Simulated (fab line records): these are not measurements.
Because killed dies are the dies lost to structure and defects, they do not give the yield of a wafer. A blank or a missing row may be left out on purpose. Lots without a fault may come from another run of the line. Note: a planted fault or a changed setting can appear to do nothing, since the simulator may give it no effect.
2 desks, one fault    flow rit_cmos    only its own numbers are on each desk; what lay behind them is given at the end

TOOL OWNER'S DESK, furnace-03
The tool's own readings at RIT_ACTIVE_OXIDATION_01 (target thk 46.8 nm, ox time 3360 s): means of the sampled wafers that have a number, for each lot that ran on this tool. If a lot's mean is further than 4 standard deviations from the usual mean, the lot is out of limits and carries the mark OUT (the distance appears in the brackets).
Columns: A = spike_tc_load_C at RIT_ACTIVE_OXIDATION_01, usual 1029.2 C; B = tube_center_temp_C at RIT_ACTIVE_OXIDATION_01, usual 1000 C; C = zone_power_centre_pct at RIT_ACTIVE_OXIDATION_01, usual 42.6 %
lot   first seen here  A       B     C
L586  day 2 04:58      1026.7  1000  43.5
L587  day 2 08:13      1026.7  1000  43.4
L591  day 3 02:20      1025.2  1000  43.7
L596  day 4 04:05      1024.8  1000  43.7
L601  day 5 04:11      1025.4  1000  43.7
L603  day 5 14:41      1024.8  1000  43.5
L605  day 6 00:07      1026.0  1000  43.5
Result from this desk: across the 7 lots, nothing is out of limits.

FROM THE METROLOGY DESK
What the gauges read for every lot (on any tool): the sampled wafers with a number, averaged. If a lot's mean is further than 4 standard deviations from the usual mean, the lot is out of limits and carries the mark OUT (the distance appears in the brackets).
Columns: A = NWELL_RS at RIT_WELLDRIVE_RS_MEAS_01, usual 275.6 ohm/sq; B = NRETRO_OVL at RIT_NRETRO_OVL_MEAS_06, usual 0.3 nm
lot   first seen here  A      B
L583  day 2 15:14      276.1  -1.3
L586  day 3 02:05      276.0  0.4
L587  day 3 06:20      275.8  1.9
L588  day 3 09:22      274.9  1.1
L589  day 3 12:43      275.1  0.2
L591  day 3 22:58      276.3  -0.9
L592  day 4 09:11      275.2  1.9
L593  day 4 11:08      275.3  0.7
L594  day 4 15:16      275.6  -1.7
L595  day 4 17:32      275.4  3.7
L596  day 5 00:19      276.0  0.3
L601  day 6 01:05      275.6  -0.4
L603  day 6 11:05      276.7  2.2
L605  day 6 21:43      275.7  -0.0
Result from this desk: across the 14 lots, nothing is out of limits.

ALL TOGETHER
Nothing out of limits was seen by the tool owner's desk.
From the metrology desk's view, nothing was out of limits.

WHAT THE SIMULATOR PUT IN
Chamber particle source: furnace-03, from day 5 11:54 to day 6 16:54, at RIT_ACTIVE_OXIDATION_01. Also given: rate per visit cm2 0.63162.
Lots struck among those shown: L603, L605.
